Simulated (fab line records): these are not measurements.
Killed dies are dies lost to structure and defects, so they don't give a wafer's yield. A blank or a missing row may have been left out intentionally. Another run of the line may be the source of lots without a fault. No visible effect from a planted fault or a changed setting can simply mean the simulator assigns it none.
Comparing a struck lot with a sound one | flow berkeley-cmos170 | 14 steps out of a route of 331
Sound: the wafers L869.1, L869.3, L869.4. Wafers L880.1, L880.3, L880.6 were the ones struck. Last of all comes the cause.
For every step that has rows: the tool of each side, followed by ch and its chambers, followed by its first start. Under that, the readings that differ: sound wafers | struck wafers | difference of the means | sigmas: that difference in standard deviations of wafers without a fault.
alike: readings whose means differ by less than 2 such deviations, and words and numbers that are the same on both sides. not compared: withheld readings, readings that some wafer has no value for, bounds like >300 that may hide the same value, and numbers for which the record gives no deviation and whose values overlap.
Wherever a step has rows on one side only, a row that says differs or no value, or a row with sigmas, the two part there. Numbers that have no deviation but don't overlap get no sigmas and don't part them. A reading that every wafer of one side lacks parts them only if that side has two wafers or more.

UCB170_BACKSIDE_STRIP_03: strips in O2.
  sound on plasma-asher-04 ch 0,1, day 5 23:17; struck on plasma-asher-01 ch 0,1, day 9 07:34
  reading                      | sound             | struck            | difference | sigmas
  strip-time-to-endpoint-s (s) | 21.92 21.89 21.86 | 22.09 21.99 22.04 | +0.15      | +2
  alike: drypump-motor-current-A, oes-product-au
  not compared: rf-hours-counter-h
then, 1 step without rows for these wafers: UCB170_BACKSIDE_CLEAN_04 (cleans in SPM, time 600 s).
UCB170_SDANNEAL_RTA_00: time 10 s.
  sound on rtp-anneal-01 ch 0, day 5 23:34; struck on rtp-anneal-01 ch 0, day 9 07:58
  alike: anneal-temp-c-max, chamber-o2-ppm, lamp-power-pct, wafer_temp_C_max
UCB170_SDANNEAL_RTA_01: time 5 s.
  sound on rtp-anneal-01 ch 0, day 5 23:38; struck on rtp-anneal-01 ch 0, day 9 08:02
  alike: anneal-temp-c-max, chamber-o2-ppm, lamp-power-pct, wafer_temp_C_max
UCB170_SDANNEAL_RS_MEAS_02: measurement is done with a four-point probe.
  sound on film-metro-02 at day 5 23:41; struck on film-metro-02 at day 9 08:06
  alike: PSD_RS
UCB170_SDANNEAL_RS_MEAS_03: measurement is done with a four-point probe.
  sound on film-metro-02 at day 5 23:48; struck on film-metro-02 at day 9 08:13
  alike: NSD_RS
UCB170_SDANNEAL_RS_MEAS_04: measurement is done with a four-point probe.
  sound on film-metro-02 at day 5 23:55; struck on film-metro-02 at day 9 08:20
  alike: PLDD_RS
UCB170_SDANNEAL_RS_MEAS_05: measurement is done with a four-point probe.
  sound on film-metro-02 at day 6 00:02; struck on film-metro-02 at day 9 08:28
  alike: NLDD_RS
then, 1 step without rows for these wafers: UCB170_SILICIDE_PRE_CLEAN_00 (preclean etch time 60 s).
UCB170_SILICIDE_SPUTTER_01: material Ti, target thk 30 nm, time 25 s.
  sound on pvd-sputter-04 at day 6 00:14; struck on pvd-sputter-04 at day 9 08:38
  reading                | sound          | struck         | difference | sigmas
  throttle-valve-pct (%) | 30.1 32.6 32.2 | 30.3 27.7 27.3 | -3.2       | -2
UCB170_SILICIDE_RS_MEAS_02: measurement is done with a four-point probe.
  sound on film-metro-04 at day 6 00:16; struck on film-metro-01 at day 9 08:40
  alike: SILICIDE_TI_RS
UCB170_SILICIDE_THK_MEAS_03: measures by xrf.
  sound on film-metro-04 at day 6 00:23; struck on film-metro-01 at day 9 08:47
  alike: SILICIDE_TI_THK
UCB170_SILICIDE_RTA_04: time 15 s.
  struck on rtp-anneal-02, day 9 08:51; sound on rtp-anneal-02 ch 0, day 6 00:26
  no value came back on the struck wafers for any of 5 readings (anneal-temp-c-max, chamber-o2-ppm and others); on the sound wafers anneal-temp-c-max reads 654.0 653.7 653.5
then, 1 step without rows for these wafers: UCB170_SILICIDE_WET_ETCH_05 (etches Ti in SPM, time 45 s).

## WHERE THEY PART
Last at UCB170_SILICIDE_RTA_04 as far as this record goes, first at UCB170_BACKSIDE_STRIP_03.

WHY: what the simulator had put in
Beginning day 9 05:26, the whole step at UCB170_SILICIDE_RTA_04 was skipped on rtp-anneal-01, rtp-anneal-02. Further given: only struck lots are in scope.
